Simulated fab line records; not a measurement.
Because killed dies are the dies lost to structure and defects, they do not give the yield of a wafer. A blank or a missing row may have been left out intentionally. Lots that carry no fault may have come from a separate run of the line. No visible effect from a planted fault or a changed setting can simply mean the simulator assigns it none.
2 desks, one fault :: flow berkeleyCmos170 :: each desk holds nothing but its own numbers, with what lay behind them at the end

== FROM THE METROLOGY DESK ==
Means of the sampled wafers that have a number, per lot and without regard to the tool the lot ran on: this is what the gauges read. The brackets show how far a lot's mean lies from the usual mean; more than 4 standard deviations puts the lot out of limits, marked OUT.
Columns: A = PFIELD_OVL at UCB170_PFIELD_OVL_MEAS_06, usual 3 nm; B = NVT_TW at UCB170_NVT_TW_MEAS_09, usual 526
lot: L552
first seen here: day 4 08:34
A: 1
B: 537

lot: L551
first seen here: day 4 08:48
A: 9
B: 520

lot: L553
first seen here: day 4 20:53
A: 7
B: 522

lot: L555
first seen here: day 5 13:25
A: -0
B: 535

lot: L559
first seen here: day 6 07:16
A: 1
B: 532

lot: L562
first seen here: day 6 12:07
A: 6
B: 531

lot: L561
first seen here: day 6 12:26
A: 5
B: 519

lot: L564
first seen here: day 7 05:25
A: 1
B: 520

lot: L569
first seen here: day 7 20:07
A: 12
B: 517

lot: L567
first seen here: day 7 20:22
A: 5
B: 533

lot: L570
first seen here: day 8 08:58
A: 2
B: 535

lot: L571
first seen here: day 8 09:15
A: -1
B: 520

lot: L573
first seen here: day 8 15:57
A: 3
B: 534

lot: L574
first seen here: day 9 00:29
A: 8
B: 520
Finding of this desk: none of the 14 lots has anything out of limits.

== FOR THE TOOL OWNER'S DESK: implanter-03 ==
For each lot that ran on this tool, the mean over its sampled wafers that have a number, from the tool's own readings at UCB170_NLDD_IMPLANT_08. The brackets show how far a lot's mean lies from the usual mean; more than 4 standard deviations puts the lot out of limits, marked OUT.
Columns: A = beamEnergyKeV at UCB170_NLDD_IMPLANT_08, usual 30.002
lot: L552
first seen here: day 6 11:00
A: 30.001

lot: L559
first seen here: day 8 02:05
A: 29.208 (-79) OUT

lot: L561
first seen here: day 8 15:45
A: 29.199 (-80) OUT
This desk's verdict: out of limits on L559, L561, starting with L559 at day 8 02:05 (beamEnergyKeV at UCB170_NLDD_IMPLANT_08). L552: within limits.

== ALL TOGETHER ==
At day 8 02:05, on L559, L561, the tool owner's desk was in a position to raise an alarm.
The metrology desk saw nothing out of limits.
The metrology desk holds a record of L559, L561, inside its limits.
On implanter-03, each named lot ran UCB170_NLDD_IMPLANT_08.

== WHAT THE SIMULATOR HAD PUT IN ==
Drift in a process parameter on implanter-03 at UCB170_NLDD_IMPLANT_08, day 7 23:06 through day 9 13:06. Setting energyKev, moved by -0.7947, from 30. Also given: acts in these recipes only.
Struck lots among those shown: L559, L561.
Delay in hours, fault start to first out-of-limits reading, by desk: the tool owner's desk at 3.
